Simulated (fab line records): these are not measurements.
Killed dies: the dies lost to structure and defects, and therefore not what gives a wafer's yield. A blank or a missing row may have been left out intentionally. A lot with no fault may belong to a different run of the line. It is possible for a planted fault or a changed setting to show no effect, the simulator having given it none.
What tool caused it? -- flow berkeley-cmos170 -- Sampling: 13 lots, 39 wafers, 3 of 331 route steps

WHAT EACH GAUGE READ, for each wafer
UCB170_PWELL_TW_MEAS_17.
lot,measured,on,PWELL_TW
L815,day 2 22:16,film-metro-04,378.2 376.7 378.9
L816,day 3 05:41,film-metro-04,379.4 377.1 379.6
L817,day 3 10:11,film-metro-02,384.5 382.5 381.1
L819,day 3 23:36,film-metro-03,382.8 379.5 384.0
L818,day 3 18:54,film-metro-02,382.6 381.6 381.6
L826,day 5 06:51,film-metro-02,379.8 382.1 382.2
L829,day 5 20:58,film-metro-03,381.1 380.7 379.5
L833,day 6 13:39,film-metro-02,382.5 385.8 384.6
L832,day 6 13:22,film-metro-02,382.1 383.7 386.8
L834,day 6 23:46,film-metro-03,380.6 380.2 384.2
L836,day 7 11:08,film-metro-03,382.2 382.8 379.2
L837,day 7 11:23,film-metro-02,385.1 386.2 383.3
L838,day 7 19:38,film-metro-04,378.8 376.8 375.1

TOOL THAT RAN EACH LOT (tool first, then ch and the chambers of the sampled wafers, then the start)
lot,UCB170_NWELL_STRIP_15,UCB170_PWELL_ETCH_14
L815,"plasma-asher-03 ch 0,1, day 2 06:36","rie-diel-03 ch 1,2, day 2 21:53"
L816,"plasma-asher-03 ch 0,1, day 2 11:27","rie-diel-03 ch 0,2,3, day 3 05:20"
L817,"plasma-asher-03 ch 0,1, day 2 15:40","rie-diel-01 ch 1,2, day 3 09:50"
L819,"plasma-asher-02 ch 0,1, day 3 01:09","rie-diel-03 ch 0,1,3, day 3 23:14"
L818,"plasma-asher-03 ch 0,1, day 3 01:23","rie-diel-01 ch 1,2, day 3 18:32"
L826,"plasma-asher-02 ch 0,1, day 4 12:19","rie-diel-03 ch 0,2,3, day 5 06:29"
L829,"plasma-asher-01 ch 0,1, day 5 04:55","rie-diel-02 ch 0,1,2, day 5 20:37"
L833,"plasma-asher-01 ch 0, day 5 20:26","rie-diel-01 ch 0,2,3, day 6 13:18"
L832,"plasma-asher-03 ch 0,1, day 5 20:35","rie-diel-01 ch 0,2, day 6 12:59"
L834,"plasma-asher-03 ch 0,1, day 6 04:21","rie-diel-02 ch 0,1,3, day 6 21:31"
L836,"plasma-asher-02 ch 0,1, day 6 16:26","rie-diel-02 ch 0,1,2, day 7 10:45"
L837,"plasma-asher-03 ch 0,1, day 6 19:24","rie-diel-03 ch 1,2,3, day 7 11:01"
L838,"plasma-asher-02 ch 0,1, day 7 03:41","rie-diel-01 ch 0,1,2, day 7 19:17"
- UCB170_NWELL_STRIP_15: strips in O2.
- UCB170_PWELL_ETCH_14: etches Si3N4 in CH3F/Ar/O2, stops on SiO2, target depth 242 nm, time 151 s.

WHAT THE TOOLS THEMSELVES READ (means of the sampled wafers that have a number; where no wafer has one, the mark that the record gives instead)
UCB170_NWELL_STRIP_15.
lot,tool,drypump-motor-current-A (A),oes-product-au (a.u.),strip-time-to-endpoint-s (s)
L815,plasma-asher-03,5.5,0.723,18.19
L816,plasma-asher-03,5.5,0.723,18.06
L817,plasma-asher-03,5.5,0.716,18.06
L819,plasma-asher-02,5.8,0.723,18.08
L818,plasma-asher-03,5.5,0.722,18.09
L826,plasma-asher-02,5.7,0.719,18.05
L829,plasma-asher-01,5.7,0.719,18.02
L833,plasma-asher-01,5.3,0.721,18.10
L832,plasma-asher-03,5.4,0.719,18.07
L834,plasma-asher-03,5.4,0.720,17.95
L836,plasma-asher-02,5.7,0.724,18.03
L837,plasma-asher-03,5.5,0.724,18.15
L838,plasma-asher-02,5.7,0.714,18.07

UCB170_PWELL_ETCH_14.
lot,tool,drypump-motor-current-A (A),oes-product-au (a.u.),rf-fwd-power-W (W),throttle-valve-pct (%)
L815,rie-diel-03,6.01,0.955,448.7,8.04
L816,rie-diel-03,5.73,0.939,449.4,8.05
L817,rie-diel-01,5.65,0.947,448.6,8.18
L819,rie-diel-03,5.81,0.934,446.4,8.12
L818,rie-diel-01,5.70,0.944,447.4,8.17
L826,rie-diel-03,5.75,0.940,448.0,8.04
L829,rie-diel-02,5.79,0.948,447.5,8.14
L833,rie-diel-01,5.71,0.937,447.6,8.14
L832,rie-diel-01,5.58,0.934,449.6,8.11
L834,rie-diel-02,5.94,0.941,449.7,8.17
L836,rie-diel-02,5.78,0.941,448.8,8.16
L837,rie-diel-03,5.92,0.931,448.7,8.09
L838,rie-diel-01,5.63,0.937,448.0,8.11

THE ANSWER, worked out from the rows above alone
Rule: what is usual is taken from the lots themselves. The widest of any qualifying gaps counts: lots, ordered by their means at a reading, are off when they make up no more than a third of the lots, leave a main group of 4 or more, and stand apart from it by 3 or more times the standard deviation of that group's means. A main group is skipped when, at the precision printed for the reading in the tables above, its means are all equal. A lot without any number at a reading at which 4 lots or more have one is off too. All remaining lots with rows at the step are treated as sound. After the gauges, taken in route order, come the tools' own readings; for these a lot's mean is taken, as printed above. The first step at which some lot is off is used, and at that step the reading that is off furthest; a lot without a number counts as furthest.
Across all readings shown, no lot is off: no conclusion can be drawn from this.

WHAT THE SIMULATOR HAD INSERTED
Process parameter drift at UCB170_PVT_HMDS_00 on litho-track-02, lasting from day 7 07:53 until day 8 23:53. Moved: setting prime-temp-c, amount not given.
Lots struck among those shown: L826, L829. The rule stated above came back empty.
